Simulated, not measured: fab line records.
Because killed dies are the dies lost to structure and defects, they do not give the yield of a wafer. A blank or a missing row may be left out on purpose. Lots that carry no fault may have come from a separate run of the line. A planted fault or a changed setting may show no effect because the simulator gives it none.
The tool behind it: which one? :: flow ritCmos :: 42 wafers from 14 lots sampled at 2 of the route's 202 steps

## WHAT THE GAUGES SHOWED, per wafer
RIT_PSD_OVL_MEAS_06.
lot: L829
measured: day 3 01:50
on: overlay-02
PSD_OVL (nm): 0.8 0.0 1.3

lot: L831
measured: day 3 11:04
on: overlay-02
PSD_OVL (nm): -1.0 0.7 0.4

lot: L832
measured: day 3 16:04
on: overlay-02
PSD_OVL (nm): 0.4 -0.5 1.9

lot: L833
measured: day 3 22:04
on: overlay-01
PSD_OVL (nm): 1.6 0.8 -0.2

lot: L834
measured: day 4 05:23
on: overlay-02
PSD_OVL (nm): 0.1 -0.4 -1.2

lot: L835
measured: day 4 07:22
on: overlay-02
PSD_OVL (nm): 2.1 2.8 1.0

lot: L836
measured: day 4 12:13
on: overlay-01
PSD_OVL (nm): 0.6 1.3 1.4

lot: L837
measured: day 4 19:53
on: overlay-02
PSD_OVL (nm): -0.3 1.2 1.8

lot: L838
measured: day 4 22:45
on: overlay-02
PSD_OVL (nm): 2.8 0.9 -0.6

lot: L842
measured: day 5 22:45
on: overlay-01
PSD_OVL (nm): -0.5 0.0 0.1

lot: L843
measured: day 6 00:38
on: overlay-02
PSD_OVL (nm): -1.0 1.7 -0.8

lot: L844
measured: day 6 02:40
on: overlay-02
PSD_OVL (nm): -4.1 -4.2 -4.0

lot: L846
measured: day 6 16:08
on: overlay-02
PSD_OVL (nm): -2.4 -2.5 -3.4

lot: L849
measured: day 7 05:17
on: overlay-01
PSD_OVL (nm): 0.8 3.6 0.3

## EACH LOT AND THE TOOL THAT RAN IT (in order: tool; ch and the chambers of the sampled wafers; start)
lot: L829
RIT_PSD_EXPOSE_03: ilineStepper-02 ch 0, day 3 01:26

lot: L831
RIT_PSD_EXPOSE_03: ilineStepper-01 ch 0, day 3 10:40

lot: L832
RIT_PSD_EXPOSE_03: ilineStepper-02 ch 0, day 3 15:40

lot: L833
RIT_PSD_EXPOSE_03: ilineStepper-01 ch 0, day 3 21:38

lot: L834
RIT_PSD_EXPOSE_03: ilineStepper-01 ch 0, day 4 05:00

lot: L835
RIT_PSD_EXPOSE_03: ilineStepper-01 ch 0, day 4 06:59

lot: L836
RIT_PSD_EXPOSE_03: ilineStepper-02 ch 0, day 4 11:38

lot: L837
RIT_PSD_EXPOSE_03: ilineStepper-01 ch 0, day 4 19:31

lot: L838
RIT_PSD_EXPOSE_03: ilineStepper-01 ch 0, day 4 22:22

lot: L842
RIT_PSD_EXPOSE_03: ilineStepper-01 ch 0, day 5 22:23

lot: L843
RIT_PSD_EXPOSE_03: ilineStepper-01 ch 0, day 6 00:14

lot: L844
RIT_PSD_EXPOSE_03: ilineStepper-01 ch 0, day 6 02:17

lot: L846
RIT_PSD_EXPOSE_03: ilineStepper-01 ch 0, day 6 15:41

lot: L849
RIT_PSD_EXPOSE_03: ilineStepper-02 ch 0, day 7 04:55
- RIT_PSD_EXPOSE_03: exposes mask M10, target cd 40900 nm.

## WHAT THE TOOLS THEMSELVES READ (means of the sampled wafers that have a number; where no wafer has one, the mark that the record gives instead)
The record holds no such reading with a usual standard deviation.

## THE ANSWER, worked out from the rows above alone
Rule: usual is defined by the lots themselves. The widest of any qualifying gaps counts: lots, ordered by their means at a reading, are off when they make up no more than a third of the lots, leave a main group of 4 or more, and stand apart from it by 3 or more times the standard deviation of that group's means. If all means in a main group match to the digits the tables above print for the reading, that group is not used. Also off: a lot with no number at a reading for which 4 or more lots have one. All remaining lots with rows at the step are treated as sound. After the gauges, taken in route order, come the tools' own readings; for these a lot's mean is taken, as printed above. The first step at which some lot is off is used, and at that step the reading that is off furthest; a lot without a number counts as furthest.
Off: at RIT_PSD_OVL_MEAS_06 (PSD_OVL), L844, L846. For the main group the mean is 0.7 nm and the standard deviation 0.69.
A tool fits if, at a process step before that reading, it ran every lot that is off, and no sound lot after the first of them. Gauges at RIT_PSD_OVL_MEAS_06: tried the same way as those tools. 2 tools fit, ilineStepper-01 at RIT_PSD_EXPOSE_03 and overlay-02 at RIT_PSD_OVL_MEAS_06, so this cannot tell which one it is.

## WHAT WAS PUT IN BY THE SIMULATOR
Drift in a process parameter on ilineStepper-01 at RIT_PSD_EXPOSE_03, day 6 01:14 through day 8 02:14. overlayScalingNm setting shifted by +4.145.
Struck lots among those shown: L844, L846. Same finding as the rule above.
